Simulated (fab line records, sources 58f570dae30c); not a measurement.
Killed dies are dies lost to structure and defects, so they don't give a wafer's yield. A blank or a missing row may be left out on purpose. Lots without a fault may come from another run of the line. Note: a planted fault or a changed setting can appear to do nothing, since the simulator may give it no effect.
Shared-tool check || flow berkeley_cmos170 || 13 lots, 39 wafers sampled

## WHY THIS WAS OPENED
On 1 of the 13 lots, a flag is raised at UCB170_M1_CD_MEAS_09 on the reading cd_nm. Fault-free wafers read 700.4 nm, with a standard deviation of 1.3.
Rule: a lot gets a flag if all its wafers with a number sit over 4 standard deviations from that mean, or if no wafer of it has a number. All remaining lots are regarded as sound.

{"lot": "L545", "measured": "day 8 12:43", "on": "cd_sem-01", "cd_nm (nm), wafer by wafer": "700.3 700.0 700.5", "flag": ""}
{"lot": "L544", "measured": "day 8 13:37", "on": "cd_sem-01", "cd_nm (nm), wafer by wafer": "701.4 701.1 700.9", "flag": ""}
{"lot": "L550", "measured": "day 9 10:56", "on": "cd_sem-01", "cd_nm (nm), wafer by wafer": "617.1 614.0 616.6", "flag": "FLAGGED"}
{"lot": "L551", "measured": "day 10 04:43", "on": "cd_sem-01", "cd_nm (nm), wafer by wafer": "702.1 700.5 701.0", "flag": ""}
{"lot": "L553", "measured": "day 10 15:34", "on": "cd_sem-02", "cd_nm (nm), wafer by wafer": "701.1 702.6 702.5", "flag": ""}
{"lot": "L557", "measured": "day 11 01:48", "on": "cd_sem-02", "cd_nm (nm), wafer by wafer": "701.1 700.6 700.6", "flag": ""}
{"lot": "L556", "measured": "day 11 15:43", "on": "cd_sem-02", "cd_nm (nm), wafer by wafer": "701.9 702.3 701.9", "flag": ""}
{"lot": "L558", "measured": "day 11 16:55", "on": "cd_sem-02", "cd_nm (nm), wafer by wafer": "702.6 702.4 701.6", "flag": ""}
{"lot": "L559", "measured": "day 11 17:19", "on": "cd_sem-02", "cd_nm (nm), wafer by wafer": "698.7 699.1 698.0", "flag": ""}
{"lot": "L560", "measured": "day 11 22:55", "on": "cd_sem-01", "cd_nm (nm), wafer by wafer": "699.1 699.5 700.0", "flag": ""}
{"lot": "L562", "measured": "day 11 23:23", "on": "cd_sem-02", "cd_nm (nm), wafer by wafer": "699.7 699.2 699.5", "flag": ""}
{"lot": "L565", "measured": "day 12 08:19", "on": "cd_sem-02", "cd_nm (nm), wafer by wafer": "698.9 699.4 700.1", "flag": ""}
{"lot": "L563", "measured": "day 12 11:38", "on": "cd_sem-02", "cd_nm (nm), wafer by wafer": "700.3 701.1 701.2", "flag": ""}
The mean of the flagged lots' numbers is 615.9 nm, -84.5 nm from the usual (-65 standard deviations).

## WHICH TOOL EACH LOT WENT THROUGH
The record holds 1 process step before the reading, out of a route of 331 steps. Each cell gives the tool, then ch followed by the chambers the sampled wafers passed through, then the start.
{"lot": "L545", "flag": "", "UCB170_M1_EXPOSE_06": "krf_scanner-01 ch 0, day 8 12:03"}
{"lot": "L544", "flag": "", "UCB170_M1_EXPOSE_06": "krf_scanner-02 ch 0, day 8 13:13"}
{"lot": "L550", "flag": "FLAGGED", "UCB170_M1_EXPOSE_06": "krf_scanner-01 ch 0, day 9 10:33"}
{"lot": "L551", "flag": "", "UCB170_M1_EXPOSE_06": "krf_scanner-02 ch 0, day 10 03:52"}
{"lot": "L553", "flag": "", "UCB170_M1_EXPOSE_06": "krf_scanner-02 ch 0, day 10 15:11"}
{"lot": "L557", "flag": "", "UCB170_M1_EXPOSE_06": "krf_scanner-01 ch 0, day 11 01:25"}
{"lot": "L556", "flag": "", "UCB170_M1_EXPOSE_06": "krf_scanner-02 ch 0, day 11 14:52"}
{"lot": "L558", "flag": "", "UCB170_M1_EXPOSE_06": "krf_scanner-02 ch 0, day 11 16:31"}
{"lot": "L559", "flag": "", "UCB170_M1_EXPOSE_06": "krf_scanner-02 ch 0, day 11 16:55"}
{"lot": "L560", "flag": "", "UCB170_M1_EXPOSE_06": "krf_scanner-02 ch 0, day 11 22:16"}
{"lot": "L562", "flag": "", "UCB170_M1_EXPOSE_06": "krf_scanner-01 ch 0, day 11 22:49"}
{"lot": "L565", "flag": "", "UCB170_M1_EXPOSE_06": "krf_scanner-01 ch 0, day 12 07:42"}
{"lot": "L563", "flag": "", "UCB170_M1_EXPOSE_06": "krf_scanner-02 ch 0, day 12 10:19"}
What is done by these steps:
- UCB170_M1_EXPOSE_06: exposes mask METAL1, target cd 700 nm.
- UCB170_M1_CD_MEAS_09: target cd 700 nm.

## FLAGGED OVER TOTAL, TOOL BY TOOL (the gauges that took the reading come last)
{"step": "UCB170_M1_EXPOSE_06", "tool": "krf_scanner-01", "lots run": 5, "flagged": 1, "share of the flagged lots": "all", "sound lots run after its first flagged lot": "3 (L557,L562,L565)"}
{"step": "UCB170_M1_EXPOSE_06", "tool": "krf_scanner-02", "lots run": 8, "flagged": 0, "share of the flagged lots": "none", "sound lots run after its first flagged lot": "-"}
{"step": "UCB170_M1_CD_MEAS_09", "tool": "cd_sem-01", "lots run": 5, "flagged": 1, "share of the flagged lots": "all", "sound lots run after its first flagged lot": "2 (L551,L560)"}
{"step": "UCB170_M1_CD_MEAS_09", "tool": "cd_sem-02", "lots run": 8, "flagged": 0, "share of the flagged lots": "none", "sound lots run after its first flagged lot": "-"}

## THE TABLE: WHAT IT ALLOWS
In 2 table rows, all flagged lots were run: krf_scanner-01 (UCB170_M1_EXPOSE_06), cd_sem-01 (UCB170_M1_CD_MEAS_09).
- krf_scanner-01 at UCB170_M1_EXPOSE_06: 1 of its 5 lots flagged. After the first flagged lot (L557, L562, L565), sound lots still ran on it; a lasting fault on the whole tool would not permit that.
- cd_sem-01 at UCB170_M1_CD_MEAS_09: 1 of its 5 lots flagged. After the first flagged lot (L551, L560), sound lots still ran on it; a lasting fault on the whole tool would not permit that.
None of the table's rows ran every flagged lot and, after the first, no sound lot.

## WHAT THE SIMULATOR PUT IN
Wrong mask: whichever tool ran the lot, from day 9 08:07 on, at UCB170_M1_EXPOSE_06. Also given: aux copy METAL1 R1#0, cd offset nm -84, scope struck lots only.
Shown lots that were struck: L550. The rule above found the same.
